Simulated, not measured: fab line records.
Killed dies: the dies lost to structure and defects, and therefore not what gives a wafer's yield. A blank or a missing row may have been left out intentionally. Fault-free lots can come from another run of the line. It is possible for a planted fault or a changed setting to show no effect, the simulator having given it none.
fab line records ; flow rit-cmos
[record] lots = 14; wafers = 42; last-day = 7
route steps=202 shown NWELL@38 GATE@97 PSD@150 CONTACT@176 M1@202
lots untouched by any fault: they come from a run of this same line in which no faults occurred
start-h: hours from the record's opening day to when the first of the lot's shown wafers began ; wait-h: how many hours have passed since the lot's step before this one ; " as in the row above ; L1.1+2: a row that stands for several wafers ; - no value, or no start given ; * or withheld: withheld ; < > ~ a bound
route shown NAME@n: names a module that has steps shown in the file, with the first one's number in the route ; usual: the fault-free wafers' mean and standard deviation ; same: alike in all rows ; chamber/n: place in a boat ; sites: readings site by site ; _std_site: standard deviation across them ; _edge_site: outer sites' mean less inner sites' ; radius-mm: for every site, how far away it sits from the centre of the wafer ; mask NAME#n: copy n ; behind: the most recent tool/chamber to have shaped the wafer ; hold: reason for holding the lot/hours on hold/outcome of the hold ; device: the n, p or np transistor that did not switch ; end of line: at the end of the route, the tests of the same wafers ; a step with no rows: only its recipe ; killed: count of dies lost to structure and defects at first sort (not the wafer's yield) ; map: a wafer's dies, marking killed ones x, the rest . and places with no die _
set.NAME: the run value of the setting; set.NAME@STEP: its run value at that earlier step ; model.NAME: the simulator's own value behind a step, which no gauge read
one table for each step of the route and one row for each wafer, over a sample of lots
services: a tool's chamber out of use, with start hour (start-h, from the record's first day; less than 0 if before it), hours out, and reason
[[steps]]
[step RIT_NWELL_TW_MEAS_10]
[usual] NWELL_TW = 2132/17
lot.wafer;tool;chamber;start-h;wait-h;NWELL_TW
L102.2;film-metro-04;-;22.52;0.1;2132
L102.3;film-metro-04;-;22.52;0.1;2149
L102.6;film-metro-04;-;22.52;0.1;2134
L103.2;film-metro-02;-;26.86;0.1;2101
L103.3;film-metro-02;-;26.86;0.1;2103
L103.4;film-metro-02;-;26.86;0.1;2099
L104.1;film-metro-01;-;31.92;0.1;2137
L104.2;film-metro-01;-;31.92;0.1;2130
L104.3;film-metro-01;-;31.92;0.1;2127
L105.2;film-metro-01;-;38.48;0.1;2136
L105.3;film-metro-01;-;38.48;0.1;2142
L105.5;film-metro-01;-;38.48;0.1;2130
L106.2;film-metro-01;-;41.72;0.1;2127
L106.3;film-metro-01;-;41.72;0.1;2138
L106.6;film-metro-01;-;41.72;0.1;2119
L108.3;film-metro-01;-;58.55;0.1;2143
L108.4;film-metro-01;-;58.55;0.1;2146
L108.6;film-metro-01;-;58.55;0.1;2135
L109.2;film-metro-02;-;59.61;0.1;2096
L109.5;film-metro-02;-;59.61;0.1;2099
L109.6;film-metro-02;-;59.61;0.1;2110
L112.3;film-metro-04;-;71.43;0.1;2147
L112.4;film-metro-04;-;71.43;0.1;2143
L112.6;film-metro-04;-;71.43;0.1;2142
L115.3;film-metro-04;-;88.51;0.1;2147
L115.4;film-metro-04;-;88.51;0.1;2144
L115.6;film-metro-04;-;88.51;0.1;2140
L116.3;film-metro-04;-;92.00;0.1;2153
L116.5;film-metro-04;-;92.00;0.1;2145
L116.6;film-metro-04;-;92.00;0.1;2149
L117.2;film-metro-04;-;96.13;0.1;2146
L117.3;film-metro-04;-;96.13;0.1;2132
L117.6;film-metro-04;-;96.13;0.1;2156
L119.1;film-metro-01;-;106.96;0.1;2135
L119.4;film-metro-01;-;106.96;0.1;2148
L119.6;film-metro-01;-;106.96;0.1;2129
L121.1;film-metro-01;-;116.17;0.1;2131
L121.3;film-metro-01;-;116.17;0.1;2125
L121.6;film-metro-01;-;116.17;0.1;2139
L122.3;film-metro-04;-;120.90;0.1;2137
L122.5;film-metro-04;-;120.90;0.1;2132
L122.6;film-metro-04;-;120.90;0.1;2143
[step RIT_GATE_CD_MEAS_90]
[recipe] target-cd-nm = 150
[usual] cd-nm = 148.6/2.7
lot.wafer;tool;chamber;start-h;wait-h;cd-nm
L102.2;cd-sem-01;-;39.36;0.1;146.3
L102.3;cd-sem-01;-;39.36;0.1;146.5
L102.6;cd-sem-01;-;39.36;0.1;148.0
L103.2;cd-sem-02;-;47.67;0.1;151.6
L103.3;cd-sem-02;-;47.67;0.1;148.5
L103.4;cd-sem-02;-;47.67;0.1;150.1
L104.1;cd-sem-01;-;54.95;0.1;142.0
L104.2;cd-sem-01;-;54.95;0.1;144.2
L104.3;cd-sem-01;-;54.95;0.1;143.3
L105.2;cd-sem-01;-;55.26;0.1;148.4
L105.3;cd-sem-01;-;55.26;0.1;149.5
L105.5;cd-sem-01;-;55.26;0.1;147.0
L106.2;cd-sem-01;-;59.33;0.1;151.3
L106.3;cd-sem-01;-;59.33;0.1;151.4
L106.6;cd-sem-01;-;59.33;0.1;152.6
L108.3;cd-sem-01;-;75.14;0.1;153.6
L108.4;cd-sem-01;-;75.14;0.1;152.1
L108.6;cd-sem-01;-;75.14;0.1;152.7
L109.2;cd-sem-02;-;76.78;0.1;149.3
L109.5;cd-sem-02;-;76.78;0.1;147.7
L109.6;cd-sem-02;-;76.78;0.1;148.5
L112.3;cd-sem-01;-;88.04;0.1;147.3
L112.4;cd-sem-01;-;88.04;0.1;148.4
L112.6;cd-sem-01;-;88.04;0.1;149.1
L115.3;cd-sem-01;-;105.41;0.1;148.2
L115.4;cd-sem-01;-;105.41;0.1;150.9
L115.6;cd-sem-01;-;105.41;0.1;148.1
L116.3;cd-sem-01;-;107.87;0.1;144.3
L116.5;cd-sem-01;-;107.87;0.1;143.7
L116.6;cd-sem-01;-;107.87;0.1;143.4
L117.2;cd-sem-01;-;111.66;0.1;145.7
L117.3;cd-sem-01;-;111.66;0.1;144.4
L117.6;cd-sem-01;-;111.66;0.1;147.4
L119.1;cd-sem-01;-;124.15;0.1;146.2
L119.4;cd-sem-01;-;124.15;0.1;146.1
L119.6;cd-sem-01;-;124.15;0.1;147.9
L121.1;cd-sem-01;-;132.63;0.1;148.8
L121.3;cd-sem-01;-;132.63;0.1;150.7
L121.6;cd-sem-01;-;132.63;0.1;146.5
L122.3;cd-sem-01;-;136.90;0.1;151.0
L122.5;cd-sem-01;-;136.90;0.1;147.0
L122.6;cd-sem-01;-;136.90;0.1;151.5
[step RIT_PSD_IMPLANT_08]
[recipe] species = BF2; energy-kev = 26.85; dose-cm2 = 5e+15; tilt-deg = 7
[usual] beam-on-s = 13.8/1; dose-ions-cm2 = 5e+15/5.4e+12; end-station-pressure-torr = 1.35e-05/1e-06; faraday-current-uA = 11232/860
lot.wafer;tool;chamber;start-h;wait-h;beam-on-s;dose-ions-cm2;end-station-pressure-torr;faraday-current-uA
L102.2;implanter-04;0;52.15;0.1;14.6;4.996e+15;1.37e-05;10570
L102.3;implanter-04;0;52.15;0.1;14.7;4.999e+15;1.27e-05;10514
L102.6;implanter-04;0;52.15;0.1;14.4;5e+15;1.3e-05;10730
L103.2;implanter-01;0;60.06;0.1;12.4;4.993e+15;1.39e-05;12383
L103.3;implanter-01;0;60.06;0.1;12.7;5e+15;1.36e-05;12122
L103.4;implanter-01;0;60.06;0.1;12.6;4.995e+15;1.5e-05;12192
L105.2;implanter-01;0;68.95;0.1;12.1;5.003e+15;1.46e-05;12717
L105.3;implanter-01;0;68.95;0.1;12.9;4.993e+15;1.37e-05;11923
L105.5;implanter-01;0;68.95;0.1;12.5;4.999e+15;1.46e-05;12315
L104.1;implanter-04;0;69.23;0.1;14.2;4.993e+15;1.3e-05;10883
L104.2;implanter-04;0;69.23;0.1;14.4;5.001e+15;1.34e-05;10673
L104.3;implanter-04;0;69.23;0.1;13.7;5.003e+15;1.25e-05;11243
L106.2;implanter-01;0;70.65;0.1;12.5;4.991e+15;1.46e-05;12288
L106.3;implanter-01;0;70.65;0.1;12.4;5.005e+15;1.49e-05;12361
L106.6;implanter-01;0;70.65;0.1;12.0;5.004e+15;1.37e-05;12686
L108.3;implanter-01;0;87.19;0.1;12.5;4.995e+15;1.43e-05;12296
L108.4;implanter-01;0;87.19;0.1;12.5;5.003e+15;1.57e-05;12191
L108.6;implanter-01;0;87.19;0.1;12.2;4.996e+15;1.34e-05;12537
L109.2;implanter-04;0;90.85;0.1;14.6;5.002e+15;1.31e-05;10479
L109.5;implanter-04;0;90.85;0.1;14.3;5.004e+15;1.27e-05;10797
L109.6;implanter-04;0;90.85;0.1;14.2;5.005e+15;1.26e-05;10834
L112.3;implanter-02;0;100.72;0.1;15.0;5e+15;1.24e-05;10251
L112.4;implanter-02;0;100.72;0.1;14.7;5.009e+15;1.3e-05;10394
L112.6;implanter-02;0;100.72;0.1;14.7;5.002e+15;1.24e-05;10455
L115.3;implanter-04;0;116.61;0.1;14.6;5.011e+15;1.23e-05;10596
L115.4;implanter-04;0;116.61;0.1;14.1;5.01e+15;1.28e-05;10938
L115.6;implanter-04;0;116.61;0.1;14.5;5.01e+15;1.36e-05;10597
L116.3;implanter-02;0;119.23;0.1;14.4;5.009e+15;1.26e-05;10671
L116.5;implanter-02;0;119.23;0.1;14.2;5.005e+15;1.35e-05;10891
L116.6;implanter-02;0;119.23;0.1;15.3;5.001e+15;1.39e-05;10080
L117.2;implanter-02;0;123.94;0.1;14.6;4.998e+15;1.2e-05;10587
L117.3;implanter-02;0;123.94;0.1;14.9;5.005e+15;1.27e-05;10265
L117.6;implanter-02;0;123.94;0.1;15.0;4.998e+15;1.17e-05;10227
L119.1;implanter-02;0;136.66;0.1;14.2;5.005e+15;1.25e-05;10822
L119.4;implanter-02;0;136.66;0.1;14.6;4.994e+15;1.21e-05;10540
L119.6;implanter-02;0;136.66;0.1;14.9;5e+15;1.21e-05;10347
L121.1;implanter-04;0;144.47;0.1;10.3;1.8e+15;1.03e-05;5458
L121.3;implanter-04;0;144.47;0.1;10.0;1.799e+15;9.5e-06;5587
L121.6;implanter-04;0;144.47;0.1;9.9;1.806e+15;1.04e-05;5645
L122.3;implanter-04;0;149.54;0.1;9.9;1.796e+15;8.6e-06;5630
L122.5;implanter-04;0;149.54;0.1;9.9;1.797e+15;1e-05;5658
L122.6;implanter-04;0;149.54;0.1;10.1;1.798e+15;9.3e-06;5578
[step RIT_PSD_TW_MEAS_10]
[usual] PSD_TW = 3403/28
lot.wafer;tool;chamber;start-h;wait-h;PSD_TW
L102.2;film-metro-02;-;52.46;0.1;3350
L102.3;film-metro-02;-;52.46;0.1;3350
L102.6;film-metro-02;-;52.46;0.1;3361
L103.2;film-metro-02;-;60.37;0.1;3373
L103.3;film-metro-02;-;60.37;0.1;3370
L103.4;film-metro-02;-;60.37;0.1;3375
L105.2;film-metro-04;-;69.26;0.1;3417
L105.3;film-metro-04;-;69.26;0.1;3402
L105.5;film-metro-04;-;69.26;0.1;3418
L104.1;film-metro-03;-;69.55;0.1;3423
L104.2;film-metro-03;-;69.55;0.1;3430
L104.3;film-metro-03;-;69.55;0.1;3431
L106.2;film-metro-04;-;70.96;0.1;3436
L106.3;film-metro-04;-;70.96;0.1;3438
L106.6;film-metro-04;-;70.96;0.1;3443
L108.3;film-metro-04;-;87.48;0.1;3416
L108.4;film-metro-04;-;87.48;0.1;3439
L108.6;film-metro-04;-;87.48;0.1;3442
L109.2;film-metro-03;-;91.16;0.1;3414
L109.5;film-metro-03;-;91.16;0.1;3415
L109.6;film-metro-03;-;91.16;0.1;3408
L112.3;film-metro-02;-;101.01;0.1;3334
L112.4;film-metro-02;-;101.01;0.1;3346
L112.6;film-metro-02;-;101.01;0.1;3350
L115.3;film-metro-03;-;116.91;0.1;3422
L115.4;film-metro-03;-;116.91;0.1;3409
L115.6;film-metro-03;-;116.91;0.1;3396
L116.3;film-metro-03;-;119.52;0.1;3423
L116.5;film-metro-03;-;119.52;0.1;3413
L116.6;film-metro-03;-;119.52;0.1;3405
L117.2;film-metro-02;-;124.31;0.2;3380
L117.3;film-metro-02;-;124.31;0.2;3386
L117.6;film-metro-02;-;124.31;0.2;3363
L119.1;film-metro-02;-;136.99;0.1;3367
L119.4;film-metro-02;-;136.99;0.1;3360
L119.6;film-metro-02;-;136.99;0.1;3373
L121.1;film-metro-03;-;144.79;0.1;2961
L121.3;film-metro-03;-;144.79;0.1;2951
L121.6;film-metro-03;-;144.79;0.1;2964
L122.3;film-metro-04;-;149.83;0.1;2930
L122.5;film-metro-04;-;149.83;0.1;2943
L122.6;film-metro-04;-;149.83;0.1;2921
[step RIT_SDANNEAL_RS_MEAS_04]
[recipe] thk-meas-gauge = four-point-probe
[usual] PSD_RS = 116.4/0.33
lot.wafer;tool;chamber;start-h;wait-h;PSD_RS[ohm/sq]
L102.2;film-metro-04;-;52.96;0.1;116.0
L102.3;film-metro-04;-;52.96;0.1;115.8
L102.6;film-metro-04;-;52.96;0.1;116.2
L103.2;film-metro-02;-;60.88;0.1;117.0
L103.3;film-metro-02;-;60.88;0.1;116.8
L103.4;film-metro-02;-;60.88;0.1;116.7
L105.2;film-metro-03;-;69.75;0.1;117.0
L105.3;film-metro-03;-;69.75;0.1;116.8
L105.5;film-metro-03;-;69.75;0.1;117.0
L104.1;film-metro-04;-;70.10;0.0;116.4
L104.2;film-metro-04;-;70.10;0.0;116.0
L104.3;film-metro-04;-;70.10;0.0;116.3
L106.2;film-metro-03;-;71.46;0.1;116.5
L106.3;film-metro-03;-;71.46;0.1;116.2
L106.6;film-metro-03;-;71.46;0.1;116.7
L108.3;film-metro-02;-;87.99;0.1;116.9
L108.4;film-metro-02;-;87.99;0.1;116.7
L108.6;film-metro-02;-;87.99;0.1;116.9
L109.2;film-metro-02;-;91.67;0.1;116.1
L109.5;film-metro-02;-;91.67;0.1;116.1
L109.6;film-metro-02;-;91.67;0.1;116.7
L112.3;film-metro-03;-;101.52;0.1;115.9
L112.4;film-metro-03;-;101.52;0.1;116.2
L112.6;film-metro-03;-;101.52;0.1;116.2
L115.3;film-metro-03;-;117.49;0.1;116.6
L115.4;film-metro-03;-;117.49;0.1;116.4
L115.6;film-metro-03;-;117.49;0.1;116.3
L116.3;film-metro-02;-;120.10;0.1;116.6
L116.5;film-metro-02;-;120.10;0.1;116.8
L116.6;film-metro-02;-;120.10;0.1;116.8
L117.2;film-metro-04;-;124.80;0.1;115.7
L117.3;film-metro-04;-;124.80;0.1;116.1
L117.6;film-metro-04;-;124.80;0.1;115.8
L119.1;film-metro-02;-;137.47;0.0;116.4
L119.4;film-metro-02;-;137.47;0.0;116.3
L119.6;film-metro-02;-;137.47;0.0;116.1
L121.1;film-metro-02;-;145.28;0.0;131.9
L121.3;film-metro-02;-;145.28;0.0;131.9
L121.6;film-metro-02;-;145.28;0.0;131.4
L122.3;film-metro-04;-;150.34;0.1;131.6
L122.5;film-metro-04;-;150.34;0.1;131.7
L122.6;film-metro-04;-;150.34;0.1;132.1
[step RIT_CONTACT_CD_MEAS_08]
[recipe] target-cd-nm = 1000
[usual] cd-nm = 1000.1/2.3
lot.wafer;tool;chamber;start-h;wait-h;cd-nm
L102.2;cd-sem-02;-;55.05;-;1001.1
L102.3;cd-sem-02;-;55.05;-;1000.5
L102.6;cd-sem-02;-;55.05;-;1001.1
L103.2;cd-sem-01;-;62.97;-;1002.2
L103.3;cd-sem-01;-;62.97;-;1003.7
L103.4;cd-sem-01;-;62.97;-;1000.7
L105.2;cd-sem-02;-;71.95;-;1000.4
L105.3;cd-sem-02;-;71.95;-;1001.3
L105.5;cd-sem-02;-;71.95;-;1000.5
L104.1;cd-sem-01;-;72.30;-;997.8
L104.2;cd-sem-01;-;72.30;-;995.7
L104.3;cd-sem-01;-;72.30;-;999.8
L106.2;cd-sem-02;-;73.60;-;1001.8
L106.3;cd-sem-02;-;73.60;-;1000.1
L106.6;cd-sem-02;-;73.60;-;1001.0
L108.3;cd-sem-01;-;90.06;-;1001.1
L108.4;cd-sem-01;-;90.06;-;1000.8
L108.6;cd-sem-01;-;90.06;-;1001.0
L109.2;cd-sem-01;-;93.77;-;1000.4
L109.5;cd-sem-01;-;93.77;-;998.9
L109.6;cd-sem-01;-;93.77;-;998.1
L112.3;cd-sem-02;-;103.63;-;999.9
L112.4;cd-sem-02;-;103.63;-;1000.0
L112.6;cd-sem-02;-;103.63;-;1002.0
L115.3;cd-sem-02;-;119.82;-;998.9
L115.4;cd-sem-02;-;119.82;-;1001.1
L115.6;cd-sem-02;-;119.82;-;1000.2
L116.3;cd-sem-02;-;122.30;-;1001.1
L116.5;cd-sem-02;-;122.30;-;1000.8
L116.6;cd-sem-02;-;122.30;-;999.6
L117.2;cd-sem-02;-;127.00;-;1002.7
L117.3;cd-sem-02;-;127.00;-;1001.5
L117.6;cd-sem-02;-;127.00;-;1002.4
L119.1;cd-sem-01;-;139.77;-;1004.3
L119.4;cd-sem-01;-;139.77;-;1004.5
L119.6;cd-sem-01;-;139.77;-;1004.4
L121.1;cd-sem-02;-;147.35;-;996.7
L121.3;cd-sem-02;-;147.35;-;996.5
L121.6;cd-sem-02;-;147.35;-;994.0
L122.3;cd-sem-01;-;152.56;-;999.4
L122.5;cd-sem-01;-;152.56;-;999.4
L122.6;cd-sem-01;-;152.56;-;998.6
[step RIT_M1_PROBE_99]
[usual] killed_at_M0_to_M3 = 0.0/0.12; killed-at-contacts = 0.1/0.29; killed-at-front-end = 6/3; killed-dies = 7/3.1; killed-open = 3.2/1.9; killed-short = 3.3/1.9
[same] gross-dies = 264; killed_at_M4_up = 0; killed-at-back-side = 0; killed-at-other = 0
lot.wafer;tool;chamber;start-h;wait-h;killed_at_M0_to_M3;killed-at-contacts;killed-at-front-end;killed-dies;killed-open;killed-short
L122.3;prober-02;-;157.88;0.2;0;0;10;10;5;5
L122.5;prober-02;-;157.98;0.2;0;0;4;4;2;2
L122.6;prober-02;-;158.03;0.2;0;0;4;4;2;2
// killed by level:class
L122.3 GATE:geometric-particle:short=3 GATE:geometric-particle:open=2 REOX:geometric-particle:open=2 SPACER:geometric-particle:open=1 SPACER:geometric-particle:short=1 SILICIDE:geometric-particle:short=1
L122.5 SPACER:geometric-particle:open=2 GATE:geometric-particle:short=1 REOX:geometric-particle:short=1
L122.6 FOX1:geometric-particle:open=2 GATE:geometric-particle:short=2
[[services]]
tool;chamber;start-h;hours;kind
implanter-01;-;28.47;3.4;pm
implanter-04;-;48.11;2.4;repair
implanter-02;-;67.11;4.9;repair
[[key]]
[first-sign] step = RIT_PSD_IMPLANT_08; reading = dose-ions-cm2; direction = down; sigmas = 99+; usual = 5e+15; struck = 1.799e+15
[effect] step = RIT_PSD_IMPLANT_08; reading = faraday-current-uA; direction = down; sigmas = 6.5; usual = 11232; struck = 5593
[effect] step = RIT_PSD_TW_MEAS_10; reading = PSD_TW; direction = down; sigmas = 17; usual = 3403; struck = 2945
[effect] step = RIT_SDANNEAL_RS_MEAS_04; reading = PSD_RS; direction = up; sigmas = 47; usual = 116.4; struck = 131.8
met-at RIT_PSD_IMPLANT_08
struck-lots L121,L122
tester-left-out L121,L122
not-acting-at RIT_NWELL_TW_MEAS_10,RIT_GATE_CD_MEAS_90,RIT_CONTACT_CD_MEAS_08
onset-between 116.61 144.47
[fault] kind = process-parameter-drift; tool = implanter-04; chamber = -; onset-h = 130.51; steps = RIT_PSD_IMPLANT_08; channel = dose-cm2; offset = -3.2e+15; shape = step; end-h = 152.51; acts-in = these-recipes-only; stated = 5e+15
// tester-left-out: of these lots the tester's yield and bins aren't shown, on N5 and GAA mostly nor the transistor test; their killed dies are dies lost to structure and defects alone, not to doping, threshold or leakage, so they don't give the yield
